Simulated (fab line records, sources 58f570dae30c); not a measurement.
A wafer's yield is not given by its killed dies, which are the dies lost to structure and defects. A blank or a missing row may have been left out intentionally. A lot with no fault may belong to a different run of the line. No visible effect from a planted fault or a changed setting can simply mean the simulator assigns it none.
fab line records    flow berkeleyCmos170
record lots=6  wafers=18  lastDay=13
route steps=331 shown CONTACT@234 M1@238
lots that met no fault: taken from a fault-free run of the same line
startH: start of the lot's first displayed wafer, in hours after the record's first day    waitH: hours since the lot's step before    " the same as in the row above    L1.1+2: a row that stands for several wafers    - either no value or no given start    * or withheld: withheld    < > ~ a bound
route shown NAME@n: a module of which the file shows steps, and the number in the route of the first    usual: mean/standard deviation of fault-free wafers    same: alike in all rows    chamber/n: place in a boat    sites: each site's reading    _std_site: how widely they spread, as a standard deviation    _edge_site: outer sites' mean less inner sites'    radiusMm: how far each site lies from the wafer's centre    mask NAME#n: copy n    behind: the tool/chamber that last shaped the wafer    hold: the reason the lot was held/the length of the hold in hours/how it ended    device: whichever transistor did not switch (one of n, p or np)    end of line: at the end of the route, the tests of the same wafers    where a step has no rows: the recipe by itself    killed: dies that structure and defects cost at the first sort, which is not the same as the wafer's yield    map: a wafer's dies, marking killed ones x, the rest . and places with no die _
set.NAME: the setting the step ran with; set.NAME@STEP: the setting that earlier step ran with    model.NAME: the simulator's own value behind a step, which no gauge read
lots at some steps of the route; a table a step, a row a wafer
services: a tool's chamber out of use, with start hour (startH, from the record's first day; less than 0 if before it), hours out, and reason
## steps
# step UCB170_CONTACT_ETCH_18
# recipe chemistry=CHF3/CF4/Ar  target=PSG  stopOn=TiSi2  CHF3_flow_sccm=45  cf4FlowSccm=15  Ar_flow_sccm=150  pressureMtorr=200  rfW=700  targetDepthA=8400  overEtchFrac=0.2  timeS=195
# usual drypumpMotorCurrentA=5.9/0.47  oesProductAu=0.897/0.014  throttleValvePct=6.91/0.12
lot.wafer  tool        chamber  startH  waitH  drypumpMotorCurrentA  oesProductAu  rfHoursCounterH  throttleValvePct
L378.1     rieDiel-04  3        -       -      5.6                   0.893         2                7.08
L378.2     "           2        "       "      6.6                   0.888         4                6.96
L378.5     "           3        "       "      5.6                   0.878         -                7.08
L383.2     rieDiel-02  0        -       -      6.3                   0.909         6                6.82
L383.3     "           3        "       "      6.4                   0.915         105              7.02
L383.5     "           2        "       "      5.9                   0.900         -                6.66
L380.1     rieDiel-04  2        -       -      6.6                   0.894         5                6.95
L380.3     "           1        "       "      5.8                   0.893         117              7.09
L380.4     "           3        "       "      5.6                   0.876         4                7.08
L391.4     rieDiel-03  2        -       -      6.2                   0.884         132              6.90
L391.5     "           0        "       "      5.2                   0.887         -                6.95
L391.6     "           1        "       "      5.8                   0.881         -                6.81
L390.1     rieDiel-02  0        -       -      6.3                   0.905         9                6.83
L390.3     "           3        "       "      6.5                   0.902         108              7.03
L390.4     "           2        "       "      5.9                   0.898         132              6.65
L397.3     rieDiel-02  2        -       -      5.9                   0.893         133              6.65
L397.4     "           0        "       "      6.3                   0.909         10               6.83
L397.6     "           0        "       "      6.3                   0.904         -                6.83
# step UCB170_CONTACT_STRIP_19
# recipe chemistry=O2  powerW=400  pressureMtorr=3500  platenTempC=withheld  o2FlowSccm=400  overashFraction=0.5
# usual drypumpMotorCurrentA=5.7/0.52  oesProductAu=0.724/0.0044
lot.wafer  tool            chamber  startH  waitH  drypumpMotorCurrentA  oesProductAu  rfHoursCounterH
L378.1     plasmaAsher-04  1        184.29  -      5.5                   0.727         7
L378.2     "               0        "       "      5.6                   0.730         7
L378.5     "               0        "       "      5.6                   0.724         -
L383.2     plasmaAsher-02  0        207.83  -      5.1                   0.723         48
L383.3     "               0        "       "      5.1                   0.719         -
L383.5     "               0        "       "      5.1                   0.730         -
L380.1     plasmaAsher-04  1        207.98  -      5.5                   0.721         10
L380.3     "               1        "       "      5.5                   0.728         -
L380.4     "               0        "       "      5.6                   0.724         -
L391.4     plasmaAsher-02  1        259.46  -      6.4                   0.730         -
L391.5     "               0        "       "      5.1                   0.731         -
L391.6     "               1        "       "      6.4                   0.731         -
L390.1     plasmaAsher-04  1        264.76  -      5.4                   0.725         16
L390.3     "               1        "       "      5.4                   0.728         -
L390.4     "               0        "       "      5.6                   0.725         -
L397.3     plasmaAsher-02  0        283.19  -      5.1                   0.713         -
L397.4     "               1        "       "      6.4                   0.726         -
L397.6     "               1        "       "      6.4                   0.727         -
# step UCB170_CONTACT_CD_MEAS_90
# recipe targetCdNm=700
# usual cdNm=700.2/1.5
lot.wafer  tool      chamber  startH  waitH  cdNm
L378.1     cdSem-02  -        184.39  0.1    701.3
L378.2     "         -        "       "      700.3
L378.5     "         -        "       "      701.0
L383.2     cdSem-02  -        207.95  0.1    698.9
L383.3     "         -        "       "      699.3
L383.5     "         -        "       "      699.7
L380.1     cdSem-01  -        208.08  0.1    698.6
L380.3     "         -        "       "      698.8
L380.4     "         -        "       "      700.1
L391.4     cdSem-02  -        259.59  0.1    700.5
L391.5     "         -        "       "      699.0
L391.6     "         -        "       "      699.7
L390.1     cdSem-02  -        264.86  0.1    701.1
L390.3     "         -        "       "      700.1
L390.4     "         -        "       "      700.8
L397.3     cdSem-01  -        283.30  0.1    701.5
L397.4     "         -        "       "      702.9
L397.6     "         -        "       "      701.2
# step UCB170_CONTACT_CLEAN_20
# recipe chemistry=SPM  tempC=120  timeS=600
# step UCB170_M1_SPUTTER_00
# recipe material=Al  targetThkNm=600  timeS=80  powerW=5856  chamberPressurePa=0.5
# usual throttleValvePct=30.1/1.1
lot.wafer  tool           chamber  startH  waitH  throttleValvePct
L378.1     pvdSputter-02  -        184.68  0.0    32.0
L378.2     "              -        "       "      28.1
L378.5     "              -        "       "      31.9
L383.2     pvdSputter-03  -        208.24  0.0    31.3
L383.3     "              -        "       "      28.8
L383.5     "              -        "       "      30.6
L380.1     pvdSputter-01  -        208.37  0.0    30.3
L380.3     "              -        "       "      29.8
L380.4     "              -        "       "      29.3
L391.4     pvdSputter-02  -        259.84  0.0    29.5
L391.5     "              -        "       "      31.9
L391.6     "              -        "       "      29.9
L390.1     pvdSputter-01  -        265.16  0.0    29.8
L390.3     "              -        "       "      31.3
L390.4     "              -        "       "      30.0
L397.3     pvdSputter-01  -        283.70  0.0    31.3
L397.4     "              -        "       "      30.0
L397.6     "              -        "       "      30.0
# step UCB170_M1_RS_MEAS_01
# recipe thkMeasGauge=four-point-probe  reads=Al_of_M1_SPUTTER_00
# usual M1_AL_RS=0.0496/0.0004
lot.wafer  tool          chamber  startH  waitH  M1_AL_RS[ohm/sq]
L378.1     filmMetro-02  -        184.75  0.0    0.0494
L378.2     "             -        "       "      0.0501
L378.5     "             -        "       "      0.0499
L383.2     filmMetro-02  -        208.32  0.1    0.0497
L383.3     "             -        "       "      0.0501
L383.5     "             -        "       "      0.0498
L380.1     filmMetro-01  -        208.43  0.0    0.0494
L380.3     "             -        "       "      0.0496
L380.4     "             -        "       "      0.0494
L391.4     filmMetro-02  -        259.96  0.1    0.0497
L391.5     "             -        "       "      0.0490
L391.6     "             -        "       "      0.0499
L390.1     filmMetro-03  -        265.22  0.0    0.0501
L390.3     "             -        "       "      0.0495
L390.4     "             -        "       "      0.0496
L397.3     filmMetro-03  -        283.80  0.1    0.0493
L397.4     "             -        "       "      0.0495
L397.6     "             -        "       "      0.0496
# step UCB170_M1_THK_MEAS_02
# recipe thkMeasGauge=xrf  reads=Al_of_M1_SPUTTER_00
# usual M1_AL_THK=592/4.6
lot.wafer  tool          chamber  startH  waitH  M1_AL_THK[nm]
L378.1     filmMetro-02  -        184.87  0.1    593
L378.2     "             -        "       "      588
L378.5     "             -        "       "      591
L383.2     filmMetro-02  -        208.43  0.1    592
L383.3     "             -        "       "      587
L383.5     "             -        "       "      588
L380.1     filmMetro-01  -        208.55  0.1    597
L380.3     "             -        "       "      592
L380.4     "             -        "       "      598
L391.4     filmMetro-02  -        260.05  0.1    590
L391.5     "             -        "       "      596
L391.6     "             -        "       "      588
L390.1     filmMetro-03  -        265.34  0.1    588
L390.3     "             -        "       "      590
L390.4     "             -        "       "      591
L397.3     filmMetro-03  -        283.90  0.1    590
L397.4     "             -        "       "      594
L397.6     "             -        "       "      587
# step UCB170_M1_COAT_03
# recipe resist=BARC  tempC=withheld  timeS=withheld  spinRpm=3000  resistThkNm=withheld
# step UCB170_M1_COAT_04
# recipe resist=KrF  spinRpm=1500  resistThkNm=900
# step UCB170_M1_SOFTBAKE_05
# recipe resist=KrF  tempC=130  timeS=60
# step UCB170_M1_EXPOSE_06
# recipe maskId=METAL1  targetCdNm=700  na=0.5  sigmaOuter=0.6  sourceShape=conventional  doseMj=21.24
# step UCB170_M1_PEB_07
# recipe pebTempC=130  pebTimeS=withheld  resist=KrF
# step UCB170_M1_DEVELOP_08
# recipe developer=TMAH  developTimeS=45  resist=KrF  devTempC=21
# usual chillPlateTempC=23.01/0.1  developTimeS=45/0
lot.wafer  tool           chamber  startH  waitH  chillPlateTempC  developTimeS  model.KrF_of_M1_COAT_04.thkNm
L378.1     lithoTrack-01  0        185     -      22.88            45            889.5
L378.2     "              0        "       "      22.97            45            888.8
L378.5     "              0        "       "      23.12            45            887.3
L383.2     lithoTrack-03  -        209     -      -                -             900.5
L383.3     "              -        "       "      -                -             901.3
L383.5     "              -        "       "      -                -             900.9
L380.1     lithoTrack-01  -        209     -      -                -             898.3
L380.3     "              -        "       "      -                -             898.6
L380.4     "              -        "       "      -                -             898.8
L391.4     lithoTrack-03  0        262     -      23.09            45            885
L391.5     "              0        "       "      22.85            45            885
L391.6     "              0        "       "      22.95            45            887.5
L390.1     lithoTrack-02  0        266     -      22.90            45            885.6
L390.3     "              0        "       "      22.96            45            884.9
L390.4     "              0        "       "      23.04            45            888.6
L397.3     lithoTrack-03  0        285     -      22.98            45            884.5
L397.4     "              0        "       "      22.91            45            883
L397.6     "              0        "       "      22.88            45            882.7
# step UCB170_M1_CD_MEAS_09
# recipe targetCdNm=700
# usual cdNm=699.6/1.5
lot.wafer  tool      chamber  startH  waitH  cdNm
L378.1     cdSem-02  -        185.99  -      700.4
L378.2     "         -        "       "      701.2
L378.5     "         -        "       "      702.7
L383.2     cdSem-01  -        209.36  -      -
L383.3     "         -        "       "      -
L383.5     "         -        "       "      -
L380.1     cdSem-02  -        209.59  -      -
L380.3     "         -        "       "      -
L380.4     "         -        "       "      -
L391.4     cdSem-01  -        262.94  -      700.1
L391.5     "         -        "       "      701.5
L391.6     "         -        "       "      701.4
L390.1     cdSem-01  -        266.42  -      700.3
L390.3     "         -        "       "      699.2
L390.4     "         -        "       "      699.4
L397.3     cdSem-02  -        285.24  -      699.2
L397.4     "         -        "       "      699.4
L397.6     "         -        "       "      698.1
## services
tool            chamber  startH  hours  kind
rieDiel-04      1        163.48  1.7    repair
rieDiel-02      3        165.78  13.6   repair
rieDiel-03      1        169.21  18.1   repair
rieDiel-03      -        183.87  0.2    repair
rieDiel-03      3        193.82  6.9    repair
rieDiel-03      0        200.15  27.7   repair
pvdSputter-03   -        221.47  2.7    repair
rieDiel-04      -        235.16  2.8    pm
plasmaAsher-04  -        245.85  2.8    pm
rieDiel-02      2        254.73  3.5    repair
plasmaAsher-04  -        271.70  0.5    repair
## key
firstSign step=UCB170_M1_DEVELOP_08  reading=toolRecord  direction=missing
effect none on later readings
modelEffect step=UCB170_M1_DEVELOP_08  value=KrF_of_M1_COAT_04.thkNm  without=885.5  struck=899.7
metAt UCB170_M1_DEVELOP_08
struckWafers L380.1,L380.3,L380.4,L383.2,L383.3,L383.5
laterRowsLeftOut L380.1,L380.3,L380.4,L383.2,L383.3,L383.5
sortLeftOut L380.1,L380.3,L380.4,L383.2,L383.3,L383.5
onsetBetween 185 209
fault kind=skippedStepWhole  tool=lithoTrack-01,lithoTrack-03  chamber=-  onsetH=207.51  steps=UCB170_M1_DEVELOP_08  scope=struckLotsOnly
# sortLeftOut: the simulated sort isn't trusted on such a fault, so these wafers' sort isn't shown, and their yield isn't known
# laterRowsLeftOut: the simulator's readings of these wafers behind a module that went badly wrong aren't trusted and aren't shown, but for the sort
